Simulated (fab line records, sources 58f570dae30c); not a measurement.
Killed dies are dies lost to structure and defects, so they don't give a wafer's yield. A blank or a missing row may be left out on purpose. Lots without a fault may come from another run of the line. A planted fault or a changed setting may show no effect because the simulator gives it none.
Which tool did it? | flow berkeley_cmos170 | 15 lots, 45 wafers sampled, at 4 steps of a route of 331

WHAT THE GAUGES READ, wafer by wafer
UCB170_PWELL_THK_MEAS_03.
lot  | measured    | on            | PWELL_OXIDE_THK (nm)
L136 | day 3 02:29 | film_metro-03 | 26.2 26.4 26.4
L137 | day 3 02:30 | film_metro-02 | 25.8 25.6 25.9
L138 | day 3 09:20 | film_metro-03 | 26.9 27.3 27.5
L139 | day 3 18:53 | film_metro-03 | 26.4 26.3 26.0
L141 | day 3 18:55 | film_metro-04 | 26.1 26.4 26.4
L142 | day 4 06:12 | film_metro-02 | 26.2 26.2 25.9
L144 | day 4 23:43 | film_metro-04 | 26.6 26.6 26.8
L148 | day 5 12:37 | film_metro-04 | 26.1 25.7 26.0
L152 | day 6 04:41 | film_metro-03 | 26.2 25.7 25.6
L153 | day 6 14:52 | film_metro-04 | 26.2 26.7 26.5
L154 | day 6 19:23 | film_metro-04 | 25.9 25.8 26.0
L156 | day 7 11:16 | film_metro-02 | 26.3 26.0 26.1
L157 | day 7 11:17 | film_metro-03 | 25.4 26.0 26.3
L158 | day 7 11:16 | film_metro-04 | 26.5 26.7 26.4
L159 | day 7 22:52 | film_metro-04 | 26.1 26.2 26.5

UCB170_PFIELD_OVL_MEAS_06.
lot  | measured    | on         | PFIELD_OVL (nm)
L136 | day 4 20:30 | overlay-01 | -14 -10 -10
L137 | day 4 20:40 | overlay-01 | -9 -7 2
L138 | day 5 03:34 | overlay-01 | -3 0 -1
L139 | day 5 14:09 | overlay-02 | 1 -7 -7
L141 | day 5 16:02 | overlay-02 | 1 0 7
L142 | day 6 03:26 | overlay-01 | -1 -4 -2
L144 | day 6 22:26 | overlay-02 | -2 2 -2
L148 | day 7 08:23 | overlay-01 | -7 -4 -10
L152 | day 8 06:47 | overlay-01 | -4 -6 -7
L153 | day 8 06:30 | overlay-01 | -5 -6 -2
L154 | day 8 07:04 | overlay-02 | -8 -7 2
L156 | day 9 04:12 | overlay-01 | 0 -10 -19
L157 | day 9 04:29 | overlay-01 | -1 -1 -12
L158 | day 9 03:59 | overlay-02 | 0 -10 -5
L159 | day 9 17:03 | overlay-01 | -8 -6 -1

WHICH TOOL RAN EACH LOT (tool, then ch and the chambers of the sampled wafers, then the start)
lot  | UCB170_ZERO_DEVELOP_05           | UCB170_ZERO_ETCH_06
L136 | litho_track-01 ch 0, day 2 01:00 | rie_diel-03 ch 0,1, day 2 01:18
L137 | litho_track-02 ch 0, day 2 01:00 | rie_diel-01 ch 2,3, day 2 01:32
L138 | litho_track-04 ch 0, day 2 07:00 | rie_diel-01 ch 2,3, day 2 07:46
L139 | litho_track-04 ch 0, day 2 13:00 | rie_diel-01 ch 0,2,3, day 2 13:51
L141 | litho_track-04 ch 0, day 2 21:00 | rie_diel-02 ch 1,3, day 2 22:04
L142 | litho_track-04 ch 0, day 3 04:00 | rie_diel-01 ch 1,2, day 3 05:07
L144 | litho_track-04 ch 0, day 3 11:00 | rie_diel-03 ch 0,1,3, day 3 11:08
L148 | litho_track-01 ch 0, day 4 09:00 | rie_diel-02 ch 0,1, day 4 09:12
L152 | litho_track-01 ch 0, day 5 03:00 | rie_diel-02 ch 0,1, day 5 03:59
L153 | litho_track-02 ch 0, day 5 10:00 | rie_diel-01 ch 2,3, day 5 11:03
L154 | litho_track-02 ch 0, day 5 16:00 | rie_diel-03 ch 0,3, day 5 16:40
L156 | litho_track-01 ch 0, day 6 01:00 | rie_diel-03 ch 0,1,2, day 6 01:28
L157 | litho_track-01 ch 0, day 6 10:00 | rie_diel-02 ch 1,2, day 6 10:48
L158 | litho_track-04 ch 0, day 6 10:00 | rie_diel-01 ch 2,3, day 6 10:52
L159 | litho_track-04 ch 0, day 6 18:00 | rie_diel-03 ch 0,2,3, day 6 18:19
- UCB170_ZERO_DEVELOP_05: develop time 45 s.
- UCB170_ZERO_ETCH_06: etches SiO2 in CHF3/CF4/Ar, time 12 s.

WHAT THE TOOLS THEMSELVES READ (means of the sampled wafers that have a number; where no wafer has one, the mark that the record gives instead)
UCB170_ZERO_DEVELOP_05.
lot  | tool           | developer_temp_C (C)
L136 | litho_track-01 | 21.02
L137 | litho_track-02 | 21.06
L138 | litho_track-04 | 20.95
L139 | litho_track-04 | 21.19
L141 | litho_track-04 | 21.81
L142 | litho_track-04 | 21.75
L144 | litho_track-04 | 21.84
L148 | litho_track-01 | 20.99
L152 | litho_track-01 | 21.09
L153 | litho_track-02 | 20.95
L154 | litho_track-02 | 21.03
L156 | litho_track-01 | 20.88
L157 | litho_track-01 | 20.82
L158 | litho_track-04 | 21.09
L159 | litho_track-04 | 21.17

UCB170_ZERO_ETCH_06.
lot  | tool        | drypump_motor_current_A (A) | mfc_ar_sccm (sccm) | oes_product_au (a.u.) | throttle_valve_pct (%)
L136 | rie_diel-03 | 5.9                         | 120.2              | 0.614                 | 9.31
L137 | rie_diel-01 | 5.5                         | 119.6              | 0.627                 | 9.28
L138 | rie_diel-01 | 5.5                         | 119.4              | 0.623                 | 9.27
L139 | rie_diel-01 | 5.8                         | 120.3              | 0.627                 | 9.28
L141 | rie_diel-02 | 5.7                         | 120.1              | 0.608                 | 9.14
L142 | rie_diel-01 | 5.8                         | 119.7              | 0.612                 | 9.39
L144 | rie_diel-03 | 6.0                         | 119.9              | 0.615                 | 9.34
L148 | rie_diel-02 | 5.4                         | 119.8              | 0.622                 | 9.11
L152 | rie_diel-02 | 5.6                         | 119.8              | 0.617                 | 9.06
L153 | rie_diel-01 | 5.7                         | 120.2              | 0.621                 | 9.32
L154 | rie_diel-03 | 6.2                         | 119.3              | 0.616                 | 9.40
L156 | rie_diel-03 | 6.1                         | 120.1              | 0.612                 | 9.22
L157 | rie_diel-02 | 5.7                         | 119.8              | 0.612                 | 9.08
L158 | rie_diel-01 | 5.7                         | 120.2              | 0.617                 | 9.32
L159 | rie_diel-03 | 6.2                         | 120.3              | 0.622                 | 9.24

THE ANSWER, worked out from the rows above alone
Rule: what is usual is taken from the lots themselves. Put in order of their means at a reading, lots are off if they are a third of the lots or fewer, leave a main group of 4 or more, and stand apart from it by a gap of 3 or more times the standard deviation of the main group's means; of several such gaps the widest counts. A main group whose means are all the same, to the digits that the tables above print for the reading, isn't used. A lot without any number at a reading at which 4 lots or more have one is off too. The other lots that the step has rows for count as sound. The gauges are gone through in route order, then the tools' own readings, and for those a lot's mean is taken as printed above. The first step at which some lot is off is used, and at that step the reading that is off furthest; a lot without a number counts as furthest.
Off: L141, L142, L144, at UCB170_ZERO_DEVELOP_05 (developer_temp_C). The main group: mean 21.02 C, standard deviation 0.11.
A tool fits if, at that step or a process step before it, it ran every lot that is off, and no sound lot after the first of them. None of those tried fits.

WHAT THE SIMULATOR HAD PUT IN
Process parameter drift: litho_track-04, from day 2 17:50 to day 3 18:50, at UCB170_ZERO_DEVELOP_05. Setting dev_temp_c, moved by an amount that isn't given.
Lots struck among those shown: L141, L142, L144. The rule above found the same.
